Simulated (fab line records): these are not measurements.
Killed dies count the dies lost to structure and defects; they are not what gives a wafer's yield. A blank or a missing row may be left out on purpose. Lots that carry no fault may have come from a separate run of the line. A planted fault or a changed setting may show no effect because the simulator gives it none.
fab line records	flow rit_cmos
record: lots: 15	wafers: 45	last_day: 7
route steps=202 shown PLDD@121 M1@202
lots untouched by any fault: they come from a run of this same line in which no faults occurred
start_h: hours from the record's opening day to when the first of the lot's shown wafers began	wait_h: hours since the lot's step before	" repeats the value in the row above	L1.1+2: a row that stands for several wafers	- no value present, or no start provided	* or withheld: withheld	< > ~ a bound
route shown NAME@n: a module of which the file shows steps, and the number in the route of the first	usual: mean/standard deviation of fault-free wafers	same: alike in all rows	chamber/n: place in a boat	sites: per-site readings	_std_site: the standard deviation of these	_edge_site: the outer-site mean with the inner-site mean subtracted	radius_mm: how far each site lies from the wafer's centre	mask NAME#n: copy n	behind: the most recent tool/chamber to have shaped the wafer	hold: what put the lot on hold/how long, in hours/how the hold closed	device: which transistor (n, p or np) failed to switch	end of line: the tests these same wafers got at the end of their route	a step without rows: its recipe alone	killed: the dies lost at the first sort to structure and to defects; this is not the yield of the wafer	map: the dies of a wafer, with x for killed, . for not killed, _ for no die there
set.NAME: the setting that was run; set.NAME@STEP: the one run at that earlier step	model.NAME: the simulator's own value behind a step, which no gauge read
the route's steps for a sample of lots (tables are steps, rows are wafers)
== steps ==
step: RIT_PLDD_HARDBAKE_07
recipe: resist: NOVOLAK	temp_c: 140	time_s: 60
usual: heater_power_total_W: 62.55/0.044	plate_temp_C: 139.98/0.13
lot.wafer	tool	chamber	start_h	wait_h	heater_power_total_W	plate_temp_C
L779.3	litho_track-04	0	43.13	0.1	62.61	139.73
L779.4	"	0	"	"	62.60	139.84
L779.5	"	0	"	"	62.56	139.98
L781.2	litho_track-04	0	53.53	0.0	62.53	139.71
L781.3	"	0	"	"	62.59	139.94
L781.4	"	0	"	"	62.54	139.66
L782.1	litho_track-03	0	58.13	0.0	62.62	140.05
L782.2	"	0	"	"	62.55	139.88
L782.5	"	0	"	"	62.59	140.09
L783.1	litho_track-04	0	61.98	0.0	60.44	136.43
L783.3	"	0	"	"	60.47	136.40
L783.6	"	0	"	"	60.42	136.42
L784.1	litho_track-04	0	68.59	0.0	60.48	136.01
L784.3	"	0	"	"	60.46	136.32
L784.6	"	0	"	"	60.45	136.38
L786.3	litho_track-04	0	78.75	0.1	60.41	136.20
L786.4	"	0	"	"	60.40	136.31
L786.6	"	0	"	"	60.39	136.08
L788.3	litho_track-02	0	87.57	0.1	62.57	139.92
L788.4	"	0	"	"	62.55	139.94
L788.5	"	0	"	"	62.52	140.08
L792.3	litho_track-02	0	112.24	0.1	62.57	140.04
L792.4	"	0	"	"	62.55	140.14
L792.5	"	0	"	"	62.55	140.08
L793.1	litho_track-03	0	114.62	0.0	62.62	140.15
L793.2	"	0	"	"	62.60	139.90
L793.3	"	0	"	"	62.48	139.92
L795.4	litho_track-02	0	124.25	0.1	62.57	140.06
L795.5	"	0	"	"	62.58	139.95
L795.6	"	0	"	"	62.53	139.79
L798.3	litho_track-03	0	139.01	0.1	62.63	140.06
L798.4	"	0	"	"	62.56	139.98
L798.5	"	0	"	"	62.48	140.00
L799.4	litho_track-02	0	147.55	0.1	62.54	140.06
L799.5	"	0	"	"	62.49	140.01
L799.6	"	0	"	"	62.59	140.03
L800.3	litho_track-03	0	152.78	0.1	62.46	139.94
L800.5	"	0	"	"	62.48	140.16
L800.6	"	0	"	"	62.59	140.12
L801.1	litho_track-04	0	154.71	0.0	62.51	140.01
L801.4	"	0	"	"	62.47	139.88
L801.5	"	0	"	"	62.61	139.81
L802.2	litho_track-04	0	160.41	0.1	62.52	140.04
L802.3	"	0	"	"	62.51	139.96
L802.5	"	0	"	"	62.51	139.82
step: RIT_M1_PROBE_99
usual: killed_at_M0_to_M3: 0.0/0.14	killed_at_contacts: 0.0/0.16	killed_at_front_end: 7/3	killed_dies: 7/3	killed_on_rim: 1.8/1.3	killed_open: 3.5/2	killed_short: 3.6/2.1
same: gross_dies: 264	killed_at_M4_up: 0	killed_at_back_side: 0	killed_at_other: 0
lot.wafer	tool	chamber	start_h	wait_h	killed_at_M0_to_M3	killed_at_contacts	killed_at_front_end	killed_dies	killed_on_rim	killed_open	killed_short
L779.3	prober-01	-	58.71	0.2	0	0	5	5	1	4	1
L779.4	prober-01	-	58.76	0.2	0	0	5	5	2	4	1
L779.5	prober-01	-	58.81	0.2	0	0	2	2	0	1	1
L781.2	prober-01	-	68.52	0.1	0	0	11	11	1	5	6
L781.3	prober-01	-	68.57	0.2	0	0	9	9	4	4	5
L781.4	prober-01	-	68.62	0.2	0	0	8	8	3	7	1
L782.1	prober-02	-	73.57	0.1	0	1	10	11	1	3	8
L782.2	prober-02	-	73.62	0.1	0	0	5	5	1	2	3
L782.5	prober-02	-	73.77	0.2	0	0	9	9	3	4	5
L783.1	prober-01	-	75.97	0.1	0	0	6	6	2	2	4
L783.3	prober-01	-	76.07	0.2	0	0	4	4	0	3	1
L783.6	prober-01	-	76.22	0.2	0	0	6	6	1	3	3
L784.1	prober-02	-	83.44	0.1	0	0	7	7	1	4	3
L784.3	prober-02	-	83.54	0.2	0	0	7	7	0	3	4
L784.6	prober-02	-	83.69	0.2	0	0	3	3	1	0	3
L786.3	prober-02	-	92.84	0.2	0	0	5	5	2	2	3
L786.4	prober-02	-	92.89	0.2	0	0	6	6	1	3	3
L786.6	prober-02	-	92.99	0.2	0	0	9	9	1	4	5
L788.3	prober-02	-	104.23	0.2	0	0	2	2	0	1	1
L788.4	prober-02	-	104.28	0.2	0	0	12	12	2	6	6
L788.5	prober-02	-	104.33	0.2	0	0	5	5	1	3	2
L792.3	prober-02	-	126.15	0.2	0	0	11	11	5	5	6
L792.4	prober-02	-	126.20	0.2	0	0	3	3	1	1	2
L792.5	prober-02	-	126.25	0.2	0	0	10	10	4	3	7
L793.1	prober-01	-	128.99	0.1	1	0	4	5	1	1	4
L793.2	prober-01	-	129.04	0.1	0	1	10	11	4	6	5
L793.3	prober-01	-	129.09	0.2	0	0	5	5	2	1	4
L795.4	prober-01	-	139.37	0.2	0	0	3	3	0	3	0
L795.5	prober-01	-	139.42	0.2	0	0	5	5	3	4	1
L795.6	prober-01	-	139.47	0.2	0	0	5	5	1	2	3
L798.3	prober-01	-	153.25	0.2	0	0	3	3	0	2	1
L798.4	prober-01	-	153.30	0.2	0	0	7	7	2	1	6
L798.5	prober-01	-	153.35	0.2	1	0	5	6	3	2	4
L799.4	prober-02	-	161.58	0.2	0	0	14	14	2	6	8
L799.5	prober-02	-	161.63	0.2	0	0	4	4	0	2	2
L799.6	prober-02	-	161.68	0.2	0	0	11	11	2	6	5
L800.3	prober-01	-	167.58	0.2	0	0	6	6	2	3	3
L800.5	prober-01	-	167.68	0.2	0	0	7	7	3	2	5
L800.6	prober-01	-	167.73	0.2	0	0	5	5	2	2	3
L801.1	prober-02	-	168.94	0.1	0	0	5	5	1	3	2
L801.4	prober-02	-	169.09	0.2	0	0	11	11	4	6	5
L801.5	prober-02	-	169.14	0.2	0	0	3	3	1	1	2
L802.2	prober-01	-	174.07	0.1	0	0	8	8	1	7	1
L802.3	prober-01	-	174.12	0.2	0	0	8	8	2	4	4
L802.5	prober-01	-	174.22	0.2	0	0	10	10	3	4	6
killed by level:class
L779.3 GATE:geometric_particle:open=3 GATE:geometric_particle:short=1 SPACER:geometric_particle:open=1
L779.4 FOX1:geometric_particle:open=3 FOX1:geometric_particle:short=1 GATE:geometric_particle:open=1
L779.5 FOX2:geometric_particle:short=1 FOX2:geometric_particle:open=1
L781.2 GATE:geometric_particle:short=4 FOX1:geometric_particle:short=2 GATE:geometric_particle:open=2 FOX1:geometric_particle:open=1 REOX:geometric_particle:open=1 SILICIDE:geometric_particle:open=1
L781.3 GATE:geometric_particle:open=3 FOX2:geometric_particle:short=2 GATE:geometric_particle:short=2 FOX1:geometric_particle:short=1 REOX:geometric_particle:open=1
L781.4 GATE:geometric_particle:open=4 FOX1:geometric_particle:open=1 SPACER:geometric_particle:open=1 GATE:geometric_particle:short=1 REOX:geometric_particle:open=1
L782.1 GATE:geometric_particle:short=4 REOX:geometric_particle:short=3 FOX1:geometric_particle:short=1 GATE:geometric_particle:open=1 REOX:geometric_particle:open=1 CONTACT:geometric_particle:open=1
L782.2 GATE:geometric_particle:short=3 GATE:geometric_particle:open=1 REOX:geometric_particle:open=1
L782.5 GATE:geometric_particle:short=2 FOX1:geometric_particle:open=1 FOX2:geometric_particle:short=1 FOX2:geometric_particle:open=1 GATE:geometric_particle:open=1 REOX:geometric_particle:open=1 SPACER:geometric_particle:short=1 SILICIDE:geometric_particle:short=1
L783.1 GATE:geometric_particle:short=2 FOX1:geometric_particle:open=1 GATE:geometric_particle:open=1 REOX:geometric_particle:short=1 SPACER:geometric_particle:short=1
L783.3 FOX1:geometric_particle:open=3 REOX:geometric_particle:short=1
L783.6 GATE:geometric_particle:short=2 SILICIDE:geometric_particle:open=2 FOX1:geometric_particle:open=1 FOX1:geometric_particle:short=1
L784.1 GATE:geometric_particle:short=2 FOX2:geometric_particle:open=1 GATE:geometric_particle:open=1 REOX:geometric_particle:short=1 REOX:geometric_particle:open=1 SPACER:geometric_particle:open=1
L784.3 REOX:geometric_particle:short=4 REOX:geometric_particle:open=2 FOX1:geometric_particle:open=1
L784.6 GATE:geometric_particle:short=2 SPACER:geometric_particle:short=1
L786.3 FOX1:geometric_particle:short=1 FOX2:geometric_particle:open=1 GATE:geometric_particle:short=1 REOX:geometric_particle:open=1 SPACER:geometric_particle:short=1
L786.4 FOX1:geometric_particle:open=2 FOX1:geometric_particle:short=1 FOX2:geometric_particle:short=1 GATE:geometric_particle:open=1 SPACER:geometric_particle:short=1
L786.6 FOX1:geometric_particle:short=2 SPACER:geometric_particle:open=2 FOX1:geometric_particle:open=1 REOX:geometric_particle:short=1 SPACER:geometric_particle:short=1 SILICIDE:geometric_particle:open=1 SILICIDE:geometric_particle:short=1
L788.3 GATE:geometric_particle:short=1 GATE:geometric_particle:open=1
L788.4 GATE:geometric_particle:short=3 REOX:geometric_particle:short=3 GATE:geometric_particle:open=2 SILICIDE:geometric_particle:open=2 FOX2:geometric_particle:open=1 SPACER:geometric_particle:open=1
L788.5 SPACER:geometric_particle:open=2 SILICIDE:geometric_particle:short=2 GATE:geometric_particle:open=1
L792.3 GATE:geometric_particle:short=5 FOX1:geometric_particle:open=1 FOX2:geometric_particle:open=1 FOX2:geometric_particle:short=1 GATE:geometric_particle:open=1 REOX:geometric_particle:open=1 SILICIDE:geometric_particle:open=1
L792.4 GATE:geometric_particle:short=1 SILICIDE:geometric_particle:short=1 SILICIDE:geometric_particle:open=1
L792.5 GATE:geometric_particle:short=2 REOX:geometric_particle:short=2 ACTIVE:geometric_particle:short=1 FOX1:geometric_particle:short=1 FOX2:geometric_particle:open=1 GATE:geometric_particle:open=1 SPACER:geometric_particle:open=1 SPACER:geometric_particle:short=1
L793.1 GATE:geometric_particle:short=2 FOX1:geometric_particle:short=1 GATE:geometric_particle:open=1 M1:geometric_particle:short=1
L793.2 FOX1:geometric_particle:open=4 GATE:geometric_particle:short=2 FOX1:geometric_particle:short=1 REOX:geometric_particle:open=1 SILICIDE:geometric_particle:open=1 SILICIDE:geometric_particle:short=1 CONTACT:geometric_particle:short=1
L793.3 GATE:geometric_particle:open=1 GATE:geometric_particle:short=1 REOX:geometric_particle:short=1 SPACER:geometric_particle:short=1 SILICIDE:geometric_particle:short=1
L795.4 REOX:geometric_particle:open=2 FOX1:geometric_particle:open=1
L795.5 GATE:geometric_particle:open=2 REOX:geometric_particle:short=1 REOX:geometric_particle:open=1 SILICIDE:geometric_particle:open=1
L795.6 FOX1:geometric_particle:open=1 GATE:geometric_particle:open=1 GATE:geometric_particle:short=1 REOX:geometric_particle:short=1 SILICIDE:geometric_particle:short=1
L798.3 GATE:geometric_particle:short=1 REOX:geometric_particle:open=1 SILICIDE:geometric_particle:open=1
L798.4 REOX:geometric_particle:short=2 SILICIDE:geometric_particle:short=2 FOX2:geometric_particle:short=1 FOX2:geometric_particle:open=1 SPACER:geometric_particle:short=1
L798.5 GATE:geometric_particle:short=3 FOX1:geometric_particle:open=1 GATE:geometric_particle:open=1 M1:geometric_particle:short=1
L799.4 GATE:geometric_particle:short=4 SILICIDE:geometric_particle:open=3 FOX1:geometric_particle:open=2 FOX2:geometric_particle:short=2 FOX1:geometric_particle:short=1 GATE:geometric_particle:open=1 REOX:geometric_particle:short=1
L799.5 FOX1:geometric_particle:short=1 GATE:geometric_particle:short=1 GATE:geometric_particle:open=1 SILICIDE:geometric_particle:open=1
L799.6 SPACER:geometric_particle:short=4 FOX1:geometric_particle:open=2 GATE:geometric_particle:open=2 SPACER:geometric_particle:open=2 GATE:geometric_particle:short=1
L800.3 REOX:geometric_particle:short=2 SPACER:geometric_particle:open=2 FOX1:geometric_particle:open=1 GATE:geometric_particle:short=1
L800.5 SPACER:geometric_particle:open=2 SPACER:geometric_particle:short=2 FOX1:geometric_particle:short=1 GATE:geometric_particle:short=1 REOX:geometric_particle:short=1
L800.6 SILICIDE:geometric_particle:short=2 ACTIVE:geometric_particle:open=1 FOX1:geometric_particle:short=1 SPACER:geometric_particle:open=1
L801.1 ACTIVE:geometric_particle:open=1 FOX1:geometric_particle:open=1 REOX:geometric_particle:open=1 REOX:geometric_particle:short=1 SILICIDE:geometric_particle:short=1
L801.4 GATE:geometric_particle:short=2 REOX:geometric_particle:short=2 SPACER:geometric_particle:open=2 SILICIDE:geometric_particle:open=2 FOX2:geometric_particle:open=1 GATE:geometric_particle:open=1 SILICIDE:geometric_particle:short=1
L801.5 REOX:geometric_particle:short=1 REOX:geometric_particle:open=1 SPACER:geometric_particle:short=1
L802.2 GATE:geometric_particle:open=3 FOX2:geometric_particle:open=1 REOX:geometric_particle:open=1 REOX:geometric_particle:short=1 SPACER:geometric_particle:open=1 SILICIDE:geometric_particle:open=1
L802.3 FOX1:geometric_particle:open=2 GATE:geometric_particle:open=2 GATE:geometric_particle:short=2 FOX1:geometric_particle:short=1 SILICIDE:geometric_particle:short=1
L802.5 FOX1:geometric_particle:short=2 FOX1:geometric_particle:open=2 SILICIDE:geometric_particle:short=2 GATE:geometric_particle:short=1 GATE:geometric_particle:open=1 SPACER:geometric_particle:short=1 SPACER:geometric_particle:open=1
== key ==
first_sign: step: RIT_PLDD_HARDBAKE_07	reading: heater_power_total_W	direction: down	sigmas: 48	usual: 62.55	struck: 60.43
effect: step: RIT_PLDD_HARDBAKE_07	reading: plate_temp_C	direction: down	sigmas: 29	usual: *	struck: *
met_at RIT_PLDD_HARDBAKE_07
struck_lots L783,L784,L786
tester_left_out L783,L784,L786
onset_between 53.53 61.98
fault: kind: process_parameter_drift	tool: litho_track-04	chamber: -	onset_h: 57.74	steps: RIT_PLDD_HARDBAKE_07	channel: temp_c	offset: *	shape: step	end_h: 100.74	acts_in: *	stated: *
tester_left_out: of these lots the tester's yield and bins aren't shown, on N5 and GAA mostly nor the transistor test; their killed dies are dies lost to structure and defects alone, not to doping, threshold or leakage, so they don't give the yield
